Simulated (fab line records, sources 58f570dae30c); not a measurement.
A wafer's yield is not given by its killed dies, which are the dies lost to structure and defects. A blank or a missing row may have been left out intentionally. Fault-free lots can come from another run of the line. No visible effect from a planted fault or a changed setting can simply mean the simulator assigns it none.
A lot that was struck, set against a sound lot    flow berkeley_cmos170    11 out of 331 route steps
Sound: these wafers, L807.1, L807.4, L807.5. Wafers L820.1, L820.4, L820.6 were the ones struck. At the end, the cause is stated.
Each step with rows lists, per side, the tool, then ch with its chambers, then its first start. Under that, the readings that differ: sound wafers    struck wafers    difference of the means    sigmas: that difference in standard deviations of wafers without a fault.
alike: readings with means less than 2 such deviations apart, plus words and numbers identical on both sides. not compared: withheld readings, readings lacking a value on some wafer, bounds such as >300 that could conceal the same value, and numbers that have no deviation in the record and whose values overlap.
The two part at a step that has a row with sigmas, a row that says differs or no value, or rows on one side only. Non-overlapping numbers with no deviation appear without sigmas and do not part them. A reading missing from all wafers of one side parts the sides only when that side holds two or more wafers.

UCB170_START_BOW_MEAS_00:
  sound on film_metro-03, day 1 10:00; struck on film_metro-01, day 4 03:00
  alike: INCOMING_BOW
then, 2 steps without rows for these wafers: UCB170_START_CLEAN_01 (cleans in dHF, time 60 s); UCB170_START_OXIDATION_02 (target thk 20 nm, ox time 1800 s).
UCB170_START_THK_MEAS_03:
  sound on film_metro-01, day 1 11:56; struck on film_metro-03, day 4 09:02
  alike: START_OXIDE_THK
then, 5 steps without rows for these wafers: UCB170_START_ANNEAL_04 (time 1200 s); UCB170_ZERO_HMDS_00 (prime time 60 s); UCB170_ZERO_COAT_01 (resist thk 900 nm); UCB170_ZERO_SOFTBAKE_02 (time 60 s); UCB170_ZERO_EXPOSE_03 (exposes mask PM MARKS, target cd 4000 nm).
UCB170_ZERO_PEB_04:
  sound on litho_track-03 ch 0, day 1 19:20; struck on litho_track-02, day 4 15:11
  no value came back on the struck wafers for chill_plate_temp_C (C), exhaust_pa (Pa), heater_power_total_W (W); on the sound wafers chill_plate_temp_C (C) reads 22.98 23.10 22.94
then, 1 step without rows for these wafers: UCB170_ZERO_DEVELOP_05 (develop time 45 s).

WHERE THEY PART
UCB170_ZERO_PEB_04 only, going by this record.

WHY: what had been put in by the simulator
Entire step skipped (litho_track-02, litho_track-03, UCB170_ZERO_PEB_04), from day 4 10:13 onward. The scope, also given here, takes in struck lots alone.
